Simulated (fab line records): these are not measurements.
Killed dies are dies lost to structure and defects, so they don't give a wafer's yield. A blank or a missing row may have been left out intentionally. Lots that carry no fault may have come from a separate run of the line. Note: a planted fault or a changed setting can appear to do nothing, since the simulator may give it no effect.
fab line records -- flow ritCmos
record: lots: 6, wafers: 18, lastDay: 7
route steps=202 shown NRETRO@60 PRETRO@64 GATE@75 M1@202
lots that met no fault: taken from a fault-free run of the same line
startH: the number of hours between the record's first day and the start of the first shown wafer of the lot -- waitH: hours since the lot's step before -- " the same as in the row above -- L1.1+2: a row that stands for several wafers -- - value missing, or start not given -- * or withheld: withheld -- < > ~ a bound
route shown NAME@n: names a module that has steps shown in the file, with the first one's number in the route -- usual: the fault-free wafers' mean and standard deviation -- same: alike in all rows -- chamber/n: place in a boat -- sites: each site's reading -- _std_site: how widely they spread, as a standard deviation -- _edge_site: the outer-site mean with the inner-site mean subtracted -- radiusMm: how far each site lies from the wafer's centre -- mask NAME#n: copy n -- behind: the most recent tool/chamber to have shaped the wafer -- hold: reason for holding the lot/hours on hold/outcome of the hold -- device: names the non-switching transistor (n, p or np) -- end of line: the route-end tests of the same wafers -- step lacking rows: just its recipe -- killed: count of dies lost to structure and defects at first sort (not the wafer's yield) -- map: the dies of a wafer, with x for killed, . for not killed, _ for no die there
set.NAME: the setting the step ran with; set.NAME@STEP: the setting that earlier step ran with -- model.NAME: the simulator's own value behind a step, which no gauge read
certain route steps with their lots: each step a table, each wafer a row
services: a tool's chamber out of use, with start hour (startH, from the record's first day; less than 0 if before it), hours out, and reason
== steps ==
step: RIT_NRETRO_HARDBAKE_07
recipe: resist: NOVOLAK, tempC: 140, timeS: 120
step: RIT_NRETRO_IMPLANT_08
recipe: species: P, energyKev: 70, doseCm2: 1e+13, tiltDeg: 7
step: RIT_NRETRO_STRIP_09
recipe: chemistry: O2, timeS: 180, resist: NOVOLAK, platenTempC: withheld, powerW: 500, pressureMtorr: 4000, o2FlowSccm: 4000
usual: drypumpMotorCurrentA: 5.7/0.33, o2FlowSccm: 4000/12
lot.wafer,tool,chamber,startH,waitH,drypumpMotorCurrentA,o2FlowSccm,rfHoursCounterH
L127.2,plasmaAsher-03,1,32.93,0.1,5.3,3983,41
L127.3,plasmaAsher-03,1,32.93,0.1,5.3,3995,-
L127.6,plasmaAsher-03,1,32.93,0.1,5.3,3994,-
L132.1,plasmaAsher-02,1,62.54,0.1,5.7,4020,42
L132.2,plasmaAsher-02,0,62.54,0.1,6.3,4013,42
L132.3,plasmaAsher-02,0,62.54,0.1,6.3,4010,-
L145.3,plasmaAsher-03,0,122.33,0.1,5.8,4006,-
L145.4,plasmaAsher-03,1,122.33,0.1,5.3,3990,-
L145.6,plasmaAsher-03,1,122.33,0.1,5.3,4007,-
L146.2,plasmaAsher-04,1,126.08,0.1,5.7,4012,1
L146.3,plasmaAsher-04,0,126.08,0.1,5.3,4023,-
L146.6,plasmaAsher-04,0,126.08,0.1,5.3,4013,-
L147.1,plasmaAsher-03,0,133.15,0.1,5.8,4015,52
L147.2,plasmaAsher-03,1,133.15,0.1,5.3,4013,52
L147.5,plasmaAsher-03,0,133.15,0.1,5.8,4016,-
L149.1,plasmaAsher-04,0,143.18,0.1,5.3,4011,3
L149.2,plasmaAsher-04,1,143.18,0.1,5.7,3995,3
L149.5,plasmaAsher-04,1,143.18,0.1,5.7,4014,-
step: RIT_NRETRO_TW_MEAS_10
usual: NRETRO_TW: 1057/5.3
lot.wafer,tool,chamber,startH,waitH,NRETRO_TW
L127.2,filmMetro-01,-,33.12,0.1,1067
L127.3,filmMetro-01,-,33.12,0.1,1067
L127.6,filmMetro-01,-,33.12,0.1,1067
L132.1,filmMetro-02,-,62.72,0.1,1053
L132.2,filmMetro-02,-,62.72,0.1,1059
L132.3,filmMetro-02,-,62.72,0.1,1055
L145.3,filmMetro-02,-,122.46,0.1,1055
L145.4,filmMetro-02,-,122.46,0.1,1062
L145.6,filmMetro-02,-,122.46,0.1,1055
L146.2,filmMetro-01,-,126.27,0.1,1063
L146.3,filmMetro-01,-,126.27,0.1,1055
L146.6,filmMetro-01,-,126.27,0.1,1062
L147.1,filmMetro-02,-,133.32,0.1,1049
L147.2,filmMetro-02,-,133.32,0.1,1050
L147.5,filmMetro-02,-,133.32,0.1,1050
L149.1,filmMetro-01,-,143.35,0.1,1062
L149.2,filmMetro-01,-,143.35,0.1,1058
L149.5,filmMetro-01,-,143.35,0.1,1048
step: RIT_PRETRO_HMDS_00
recipe: primeTimeS: 60, primeTempC: 140
step: RIT_PRETRO_COAT_01
recipe: resist: NOVOLAK, spinRpm: 2000, resistThkNm: 1300
step: RIT_PRETRO_SOFTBAKE_02
recipe: resist: NOVOLAK, tempC: 90, timeS: 60
step: RIT_PRETRO_EXPOSE_03
recipe: maskId: M5, na: 0.57, targetCdNm: 43700, doseMj: 250
step: RIT_PRETRO_PEB_04
recipe: resist: NOVOLAK, tempC: withheld, timeS: withheld
step: RIT_PRETRO_DEVELOP_05
recipe: resist: NOVOLAK, developTimeS: 68, devTempC: 23
step: RIT_PRETRO_OVL_MEAS_06
usual: PRETRO_OVL: 0.2/1.5
lot.wafer,tool,chamber,startH,waitH,PRETRO_OVL[nm]
L127.2,overlay-01,-,34.18,-,0.0
L127.3,overlay-01,-,34.18,-,-0.2
L127.6,overlay-01,-,34.18,-,1.0
L132.1,overlay-01,-,63.66,-,-0.5
L132.2,overlay-01,-,63.66,-,-3.5
L132.3,overlay-01,-,63.66,-,2.0
L145.3,overlay-01,-,123.52,-,0.1
L145.4,overlay-01,-,123.52,-,-0.4
L145.6,overlay-01,-,123.52,-,-0.5
L146.2,overlay-01,-,127.33,-,1.9
L146.3,overlay-01,-,127.33,-,1.8
L146.6,overlay-01,-,127.33,-,2.5
L147.1,overlay-02,-,134.42,-,-1.1
L147.2,overlay-02,-,134.42,-,1.1
L147.5,overlay-02,-,134.42,-,0.9
L149.1,overlay-01,-,144.42,-,3.8
L149.2,overlay-01,-,144.42,-,2.8
L149.5,overlay-01,-,144.42,-,1.7
step: RIT_PRETRO_HARDBAKE_07
recipe: resist: NOVOLAK, tempC: 140, timeS: 120
step: RIT_PRETRO_IMPLANT_08
recipe: species: B, energyKev: 45, doseCm2: 1.2e+13, tiltDeg: 7
usual: beamEnergyKeV: 45.001/0.015
same: implantIonAmu: 11
lot.wafer,tool,chamber,startH,waitH,beamEnergyKeV,model.implant.rpNm,model.implant.drpNm
L127.2,implanter-04,0,34.48,0.2,45.020,148.3,55.07
L127.3,implanter-04,0,34.48,0.2,45.015,148.3,55.07
L127.6,implanter-04,0,34.48,0.2,45.002,148.3,55.07
L132.1,implanter-03,0,63.95,0.2,45.020,146.4,55.07
L132.2,implanter-03,0,63.95,0.2,45.003,146.4,55.07
L132.3,implanter-03,0,63.95,0.2,45.025,146.4,55.07
L145.3,implanter-03,0,123.85,0.2,45.002,141,55.07
L145.4,implanter-03,0,123.85,0.2,44.976,141,55.07
L145.6,implanter-03,0,123.85,0.2,45.003,141,55.07
L146.2,implanter-04,0,127.63,0.2,60.758,188.7,65.12
L146.3,implanter-04,0,127.63,0.2,60.736,188.7,65.12
L146.6,implanter-04,0,127.63,0.2,60.749,188.7,65.12
L147.1,implanter-04,0,134.71,0.2,60.741,189.4,65.12
L147.2,implanter-04,0,134.71,0.2,60.733,189.4,65.12
L147.5,implanter-04,0,134.71,0.2,60.730,189.4,65.12
L149.1,implanter-02,0,144.70,0.2,45.015,141.1,55.07
L149.2,implanter-02,0,144.70,0.2,45.028,141.1,55.07
L149.5,implanter-02,0,144.70,0.2,45.022,141.1,55.07
step: RIT_PRETRO_STRIP_09
recipe: chemistry: O2, timeS: 180, resist: NOVOLAK, platenTempC: withheld, powerW: 500, pressureMtorr: 4000, o2FlowSccm: 4000
usual: drypumpMotorCurrentA: 5.9/0.33, o2FlowSccm: 3999/13
lot.wafer,tool,chamber,startH,waitH,drypumpMotorCurrentA,o2FlowSccm,rfHoursCounterH
L127.2,plasmaAsher-02,0,34.61,0.1,6.3,3984,40
L127.3,plasmaAsher-02,0,34.61,0.1,6.3,4007,-
L127.6,plasmaAsher-02,1,34.61,0.1,5.7,3982,-
L132.1,plasmaAsher-01,1,64.10,0.1,5.6,3988,27
L132.2,plasmaAsher-01,0,64.10,0.1,6.2,4015,27
L132.3,plasmaAsher-01,0,64.10,0.1,6.2,4007,-
L145.3,plasmaAsher-03,0,124.00,0.1,5.8,3999,-
L145.4,plasmaAsher-03,1,124.00,0.1,5.3,4004,-
L145.6,plasmaAsher-03,0,124.00,0.1,5.8,3973,-
L146.2,plasmaAsher-02,0,127.76,0.1,6.3,3989,50
L146.3,plasmaAsher-02,1,127.76,0.1,5.7,3993,-
L146.6,plasmaAsher-02,0,127.76,0.1,6.3,3979,-
L147.1,plasmaAsher-01,0,134.86,0.1,6.2,4008,35
L147.2,plasmaAsher-01,1,134.86,0.1,5.6,4012,35
L147.5,plasmaAsher-01,1,134.86,0.1,5.6,4027,-
L149.1,plasmaAsher-02,1,144.85,0.1,5.7,3985,52
L149.2,plasmaAsher-02,0,144.85,0.1,6.3,3991,52
L149.5,plasmaAsher-02,0,144.85,0.1,6.3,4006,-
step: RIT_PRETRO_TW_MEAS_10
usual: PRETRO_TW: 481.3/2.7
lot.wafer,tool,chamber,startH,waitH,PRETRO_TW
L127.2,filmMetro-04,-,34.79,0.1,478.5
L127.3,filmMetro-04,-,34.79,0.1,481.8
L127.6,filmMetro-04,-,34.79,0.1,477.6
L132.1,filmMetro-04,-,64.27,0.1,483.6
L132.2,filmMetro-04,-,64.27,0.1,481.0
L132.3,filmMetro-04,-,64.27,0.1,481.3
L145.3,filmMetro-04,-,124.14,0.1,480.5
L145.4,filmMetro-04,-,124.14,0.1,481.7
L145.6,filmMetro-04,-,124.14,0.1,481.1
L146.2,filmMetro-04,-,127.94,0.1,506.0
L146.3,filmMetro-04,-,127.94,0.1,503.2
L146.6,filmMetro-04,-,127.94,0.1,506.0
L147.1,filmMetro-04,-,135.03,0.1,503.6
L147.2,filmMetro-04,-,135.03,0.1,506.7
L147.5,filmMetro-04,-,135.03,0.1,504.3
L149.1,filmMetro-04,-,145.03,0.1,479.0
L149.2,filmMetro-04,-,145.03,0.1,478.6
L149.5,filmMetro-04,-,145.03,0.1,482.5
step: RIT_GATE_WET_ETCH_00
recipe: chemistry: BOE, target: SiO2, targetDepthNm: 56, timeS: 60, dry: n2Spin, dilution: 10:1, tempC: 21.5
step: RIT_M1_PROBE_99
usual: killed_at_M0_to_M3: 0.0/0.14, killedAtFrontEnd: 7/3.1, killedDies: 7/3.1, killedOnRim: 1.8/1.3, killedOpen: 3.3/2, killedShort: 3.5/1.9
same: grossDies: 264, killed_at_M4_up: 0, killedAtBackSide: 0, killedAtContacts: 0, killedAtOther: 0
lot.wafer,tool,chamber,startH,waitH,killed_at_M0_to_M3,killedAtFrontEnd,killedDies,killedOnRim,killedOpen,killedShort,model.etest.nmos_0p3.rOnOhmUm,model.etest.nmos_0p15.rOnOhmUm,model.etest.nmosTurned.driveUaUm,model.etest.nmos_0p15.driveUaUm,model.etest.nmosNarrow.driveUaUm,model.etest.nmos_0p3.driveUaUm,model.etest.retroEdgeNmos.offLog10AUm,model.etest.nmos_0p15.offLog10AUm
L127.2,prober-02,-,68.26,0.1,0,9,9,5,5,4,2152,1141,333.8,487.7,231.9,233,-9.592,-9.624
L127.3,prober-02,-,68.31,0.2,0,9,9,4,4,5,2102,1097,322.3,475.6,220.5,227.6,-9.805,-9.955
L127.6,prober-02,-,68.46,0.2,0,8,8,3,2,6,2177,1142,328.6,475.8,222.4,228.9,-9.706,-9.805
L132.1,prober-01,-,93.07,0.1,0,5,5,1,5,0,2083,1101,343,485.8,241.2,238.5,-9.936,-10.1
L132.2,prober-01,-,93.12,0.1,0,4,4,0,3,1,2064,1096,346.4,498.6,248,246.5,-9.839,-9.893
L132.3,prober-01,-,93.17,0.2,0,8,8,2,6,2,2088,1087,333.1,486.9,239.3,236.9,-9.829,-9.974
L145.3,prober-02,-,153.15,0.2,0,10,10,2,5,5,2104,1073,335.6,498.9,228.1,229.9,-9.498,-9.541
L145.4,prober-02,-,153.20,0.2,0,3,3,0,2,1,2127,1097,334.9,487.5,228.2,229.7,-9.597,-9.629
L145.6,prober-02,-,153.30,0.2,0,2,2,0,1,1,2113,1104,327.1,494,229.6,229.9,-9.693,-9.654
L146.2,prober-01,-,154.61,0.1,0,7,7,1,4,3,1934,1074,397.6,526.6,278.5,278.1,-9.137,-9.307
L146.3,prober-01,-,154.66,0.2,0,0,0,0,0,0,1946,1081,384.4,516,269.5,270.9,-9.12,-9.213
L146.6,prober-01,-,154.81,0.2,0,7,7,2,4,3,1924,1075,390.4,513.6,268.6,270.3,-9.384,-9.589
L147.1,prober-02,-,161.54,0.1,0,8,8,0,2,6,1970,1074,403.3,526.6,272.5,266.9,-8.421,-8.659
L147.2,prober-02,-,161.59,0.1,0,4,4,1,1,3,1918,1032,420.7,542.1,280.3,274.2,-8.467,-8.691
L147.5,prober-02,-,161.74,0.2,1,2,3,1,1,2,1915,1027,421.7,541,281.6,275.4,-8.386,-8.595
L149.1,prober-02,-,175.24,0.1,0,14,14,2,10,4,2133,1140,318.3,466.2,227.2,226,-10.05,-10.18
L149.2,prober-02,-,175.29,0.1,0,6,6,2,2,4,2137,1107,325.9,477.9,227.4,226.5,-9.879,-10.02
L149.5,prober-02,-,175.44,0.2,0,9,9,3,4,5,2107,1102,332.1,480,230.7,229,-9.693,-10.02
killed by level:class
L127.2 FOX1:geometricParticle:short=2 GATE:geometricParticle:open=2 SPACER:geometricParticle:open=2 REOX:geometricParticle:open=1 REOX:geometricParticle:short=1 SPACER:geometricParticle:short=1
L127.3 GATE:geometricParticle:short=3 FOX2:geometricParticle:open=2 SPACER:geometricParticle:short=2 REOX:geometricParticle:open=1 SPACER:geometricParticle:open=1
L127.6 SPACER:geometricParticle:short=3 FOX1:geometricParticle:short=2 FOX1:geometricParticle:open=1 GATE:geometricParticle:short=1 SPACER:geometricParticle:open=1
L132.1 REOX:geometricParticle:open=3 FOX1:geometricParticle:open=2
L132.2 REOX:geometricParticle:open=2 GATE:geometricParticle:short=1 GATE:geometricParticle:open=1
L132.3 FOX1:geometricParticle:open=2 SILICIDE:geometricParticle:open=2 FOX2:geometricParticle:open=1 GATE:geometricParticle:open=1 SPACER:geometricParticle:short=1 SILICIDE:geometricParticle:short=1
L145.3 GATE:geometricParticle:open=5 FOX2:geometricParticle:short=2 GATE:geometricParticle:short=1 REOX:geometricParticle:short=1 SPACER:geometricParticle:short=1
L145.4 FOX2:geometricParticle:short=1 GATE:geometricParticle:open=1 SILICIDE:geometricParticle:open=1
L145.6 GATE:geometricParticle:short=1 SILICIDE:geometricParticle:open=1
L146.2 GATE:geometricParticle:open=3 GATE:geometricParticle:short=2 FOX1:geometricParticle:short=1 SILICIDE:geometricParticle:open=1
L146.3
L146.6 GATE:geometricParticle:short=2 SPACER:geometricParticle:open=2 FOX1:geometricParticle:open=1 FOX2:geometricParticle:open=1 SILICIDE:geometricParticle:short=1
L147.1 GATE:geometricParticle:short=2 FOX1:geometricParticle:short=1 GATE:geometricParticle:open=1 REOX:geometricParticle:open=1 REOX:geometricParticle:short=1 SPACER:geometricParticle:short=1 SILICIDE:geometricParticle:short=1
L147.2 GATE:geometricParticle:short=1 REOX:geometricParticle:short=1 SPACER:geometricParticle:short=1 SPACER:geometricParticle:open=1
L147.5 FOX2:geometricParticle:open=1 GATE:geometricParticle:short=1 M1:geometricParticle:short=1
L149.1 GATE:geometricParticle:open=6 SILICIDE:geometricParticle:open=3 FOX1:geometricParticle:short=1 GATE:geometricParticle:short=1 SPACER:geometricParticle:short=1 SPACER:geometricParticle:open=1 SILICIDE:geometricParticle:short=1
L149.2 GATE:geometricParticle:short=2 GATE:geometricParticle:open=1 SPACER:geometricParticle:open=1 SPACER:geometricParticle:short=1 SILICIDE:geometricParticle:short=1
L149.5 GATE:geometricParticle:short=4 REOX:geometricParticle:open=2 FOX1:geometricParticle:short=1 FOX1:geometricParticle:open=1 SILICIDE:geometricParticle:open=1
== services ==
tool,chamber,startH,hours,kind
plasmaAsher-01,-,39.76,1.2,repair
implanter-04,-,53.26,6.6,repair
implanter-03,-,56.98,3.0,pm
implanter-04,-,59.89,2.8,pm
plasmaAsher-04,-,62.61,0.7,repair
implanter-02,-,63.11,2.1,repair
implanter-02,-,69.34,3.1,repair
implanter-03,-,89.18,1.5,repair
plasmaAsher-04,-,91.79,1.4,repair
implanter-02,-,96.11,2.3,repair
plasmaAsher-04,-,99.32,2.8,repair
plasmaAsher-04,-,108.75,9.0,pm
plasmaAsher-04,0,108.75,9.0,ventCycle
plasmaAsher-04,1,108.75,9.0,ventCycle
plasmaAsher-04,0,117.75,-,clean
plasmaAsher-04,1,117.75,-,clean
plasmaAsher-03,-,141.43,21.0,repair
implanter-03,-,142.11,2.8,repair
== key ==
firstSign: step: RIT_PRETRO_IMPLANT_08, reading: beamEnergyKeV, direction: up, sigmas: 99+, usual: 45.001, struck: 60.741
effect: step: RIT_PRETRO_TW_MEAS_10, reading: PRETRO_TW, direction: up, sigmas: 8.9, usual: 481.3, struck: 505.0
modelEffect: step: RIT_PRETRO_IMPLANT_08, value: implant.rpNm, without: 142.8, struck: 189
modelEffect: step: RIT_M1_PROBE_99, value: etest.nmos_0p3.rOnOhmUm, without: 2083, struck: 1935
metAt RIT_PRETRO_IMPLANT_08
struckWafers L146.2,L146.3,L146.6,L147.1,L147.2,L147.5
testerLeftOut L146,L147
onsetBetween 34.48 127.63
fault: kind: processParameterDrift, tool: implanter-04, chamber: -, onsetH: 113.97, steps: RIT_PRETRO_IMPLANT_08, channel: energyKev, offset: 15.75, shape: step, endH: 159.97, actsIn: theseRecipesOnly, stated: 45
testerLeftOut: of these lots the tester's yield and bins aren't shown, on N5 and GAA mostly nor the transistor test; their killed dies are dies lost to structure and defects alone, not to doping, threshold or leakage, so they don't give the yield
